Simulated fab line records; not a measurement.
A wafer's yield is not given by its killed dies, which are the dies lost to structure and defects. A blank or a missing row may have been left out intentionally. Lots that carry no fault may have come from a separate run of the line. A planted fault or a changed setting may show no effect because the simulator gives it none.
Which tool did it? ; flow berkeley-cmos170 ; 14 lots, 42 wafers sampled, at 2 steps of a route of 331

== WHAT THE GAUGES SHOWED, per wafer ==
UCB170_PVT_TW_MEAS_09. Usual: PVT_TW gives 506.8 (standard deviation 2.7).
lot;measured;on;PVT_TW;flag
L462;day 7 05:07;film-metro-03;506.7 505.6 504.0;
L465;day 7 15:05;film-metro-04;511.5 508.1 509.1;
L466;day 8 15:20;film-metro-03;507.9 506.7 505.5;
L470;day 8 15:45;film-metro-02;505.2 503.6 504.7;
L468;day 8 16:17;film-metro-03;505.1 505.6 507.2;
L467;day 8 16:31;film-metro-03;507.9 503.5 507.5;
L472;day 9 09:47;film-metro-04;504.6 505.4 507.7;
L471;day 9 10:14;film-metro-04;505.9 504.3 502.4;
L473;day 10 00:58;film-metro-04;511.3 509.9 510.5;
L475;day 10 01:14;film-metro-02;504.1 509.4 507.1;
L477;day 10 09:51;film-metro-02;508.6 506.6 508.9;
L479;day 10 20:06;film-metro-02;506.6 508.6 506.9;
L480;day 11 04:12;film-metro-02;475.7 474.7 477.5;OFF
L485;day 12 00:46;film-metro-03;478.1 475.3 474.7;OFF

== EACH LOT AND THE TOOL THAT RAN IT (in order: tool; ch and the chambers of the sampled wafers; start) ==
lot;UCB170_PVT_IMPLANT_07
L462;implanter-04 ch 0, day 7 04:52
L465;implanter-01 ch 0, day 7 14:51
L466;implanter-04 ch 0, day 8 15:05
L470;implanter-01 ch 0, day 8 15:30
L468;implanter-04 ch 0, day 8 16:02
L467;implanter-01 ch 0, day 8 16:17
L472;implanter-04 ch 0, day 9 09:33
L471;implanter-01 ch 0, day 9 09:59
L473;implanter-03 ch 0, day 10 00:44
L475;implanter-01 ch 0, day 10 01:01
L477;implanter-01 ch 0, day 10 09:29
L479;implanter-01 ch 0, day 10 19:51
L480;implanter-04 ch 0, day 11 03:57
L485;implanter-04 ch 0, day 12 00:31
- UCB170_PVT_IMPLANT_07

== AS READ BY THE TOOLS THEMSELVES (means over the sampled wafers that have a number; for cases with no such wafer, the mark the record gives instead) ==
UCB170_PVT_IMPLANT_07. Usual: beam-energy-keV 30.002, standard deviation 0.0087; dose-ions-cm2 1.9997e+12, standard deviation 2e+09; faraday-current-uA 6.34, standard deviation 0.12.
lot;tool;beam-energy-keV;dose-ions-cm2;faraday-current-uA;flag
L462;implanter-04;30.006;1.9975e+12;6.22;
L465;implanter-01;29.993;1.9992e+12;6.25;
L466;implanter-04;30.006;2.0003e+12;6.36;
L470;implanter-01;30.005;1.9964e+12;6.33;
L468;implanter-04;30.004;2.0001e+12;6.33;
L467;implanter-01;29.997;2.0000e+12;6.41;
L472;implanter-04;30.011;2.0019e+12;6.39;
L471;implanter-01;30.001;1.9993e+12;6.31;
L473;implanter-03;29.994;2.0033e+12;6.35;
L475;implanter-01;30.004;2.0006e+12;6.33;
L477;implanter-01;30.006;2.0017e+12;6.35;
L479;implanter-01;30.007;1.9990e+12;6.34;
L480;implanter-04;30.009;1.6583e+12;5.23;OFF
L485;implanter-04;30.005;1.6603e+12;5.24;OFF

== THE ANSWER, worked out from the rows above alone ==
Rule: lot off if the mean of its wafers having a number is beyond 3 standard deviations from the usual mean. A lot without any number at a reading at which 4 lots or more have one is off too. The other lots that the step has rows for count as sound. The gauges are gone through in route order, then the tools' own readings, and for those a lot's mean is taken as printed above. At the first step where some lot is off, the reading lying furthest off is the one used; lots without a number count as furthest.
Off: at UCB170_PVT_TW_MEAS_09 (PVT_TW), L480, L485.
A tool fits if, at a process step before that reading, it ran every lot that is off, and no sound lot after the first of them. Not tried: the gauges at UCB170_PVT_TW_MEAS_09; whatever is off there is also off at UCB170_PVT_IMPLANT_07, on other tools, and gauge error can't account for it. One candidate fits, namely implanter-04 at UCB170_PVT_IMPLANT_07. A fault onset in the window from L472 (day 9 09:33, its last sound lot) to L480 (day 11 03:57, its first lot off) fits.
The tool's own readings at UCB170_PVT_IMPLANT_07 bear it out: on the lots that are off they differ by more than 5 times the standard deviation of the sound lots' means. dose-ions-cm2 reads 1.6593e+12 there against 1.9999e+12 on the sound lots; faraday-current-uA reads 5.24 there against 6.33 on the sound lots.

== WHAT THE SIMULATOR PUT IN ==
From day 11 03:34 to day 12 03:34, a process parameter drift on implanter-04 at UCB170_PVT_IMPLANT_07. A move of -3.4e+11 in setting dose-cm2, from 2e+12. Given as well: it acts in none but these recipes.
Struck lots among those shown: L480, L485. The same result came from the rule above.
